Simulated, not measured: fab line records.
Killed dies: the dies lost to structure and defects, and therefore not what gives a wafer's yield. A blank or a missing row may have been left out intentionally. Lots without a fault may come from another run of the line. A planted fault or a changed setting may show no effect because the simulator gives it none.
2 desks looking at one fault || flow berkeley-cmos170 || every desk sees just its own numbers, and what lay behind them comes last

TOOL OWNER'S DESK, litho-track-01
The tool's own readings at UCB170_NLDD_DEVELOP_05 (develop time 45 s): means of the sampled wafers that have a number, for each lot that ran on this tool. A lot is out of limits, marked OUT, if its mean lies more than 4 standard deviations from the usual mean; the brackets give that distance.
Columns: A = chill-plate-temp-C at UCB170_NLDD_DEVELOP_05, usual 22.99 C
{"lot": "L476", "first seen here": "day 5 21:00", "A": 22.87}
{"lot": "L477", "first seen here": "day 5 22:00", "A": 22.99}
{"lot": "L478", "first seen here": "day 6 16:00", "A": 22.87}
{"lot": "L481", "first seen here": "day 7 07:00", "A": 23.05}
{"lot": "L485", "first seen here": "day 8 05:00", "A": 23.09}
{"lot": "L496", "first seen here": "day 10 17:00", "A": 22.97}
This desk's finding: nothing out of limits on any of the 6 lots.

METROLOGY DESK
What the gauges read for every lot (on any tool): the sampled wafers with a number, averaged. A lot is out of limits, marked OUT, if its mean lies more than 4 standard deviations from the usual mean; the brackets give that distance.
Columns: A = CONTACT_OVL at UCB170_CONTACT_OVL_MEAS_16, usual -1 nm; B = V2_BOW at UCB170_V2_BOW_MEAS_03, usual 37 um
{"lot": "L477", "first seen here": "day 6 16:42", "A": -10, "B": 37}
{"lot": "L476", "first seen here": "day 6 17:04", "A": 2, "B": 31}
{"lot": "L480", "first seen here": "day 7 08:45", "A": -2, "B": 41}
{"lot": "L479", "first seen here": "day 7 09:14", "A": 8, "B": 44}
{"lot": "L478", "first seen here": "day 7 09:27", "A": -11, "B": 32}
{"lot": "L481", "first seen here": "day 8 01:47", "A": 1, "B": 37}
{"lot": "L482", "first seen here": "day 8 08:10", "A": -10, "B": 32}
{"lot": "L485", "first seen here": "day 9 03:41", "A": -4, "B": 37}
{"lot": "L490", "first seen here": "day 9 20:08", "A": -6, "B": 36}
{"lot": "L489", "first seen here": "day 9 22:27", "A": 15, "B": 46}
{"lot": "L496", "first seen here": "day 11 10:46", "A": 2, "B": 36}
{"lot": "L497", "first seen here": "day 11 14:40", "A": 10, "B": 36}
{"lot": "L499", "first seen here": "day 11 15:01", "A": 3, "B": 42}
{"lot": "L498", "first seen here": "day 11 16:57", "A": 1, "B": 41}
This desk's finding: nothing out of limits on any of the 14 lots.

PUT TOGETHER
The tool owner's desk saw nothing out of limits.
The metrology desk saw nothing out of limits.

WHAT THE SIMULATOR HAD INSERTED
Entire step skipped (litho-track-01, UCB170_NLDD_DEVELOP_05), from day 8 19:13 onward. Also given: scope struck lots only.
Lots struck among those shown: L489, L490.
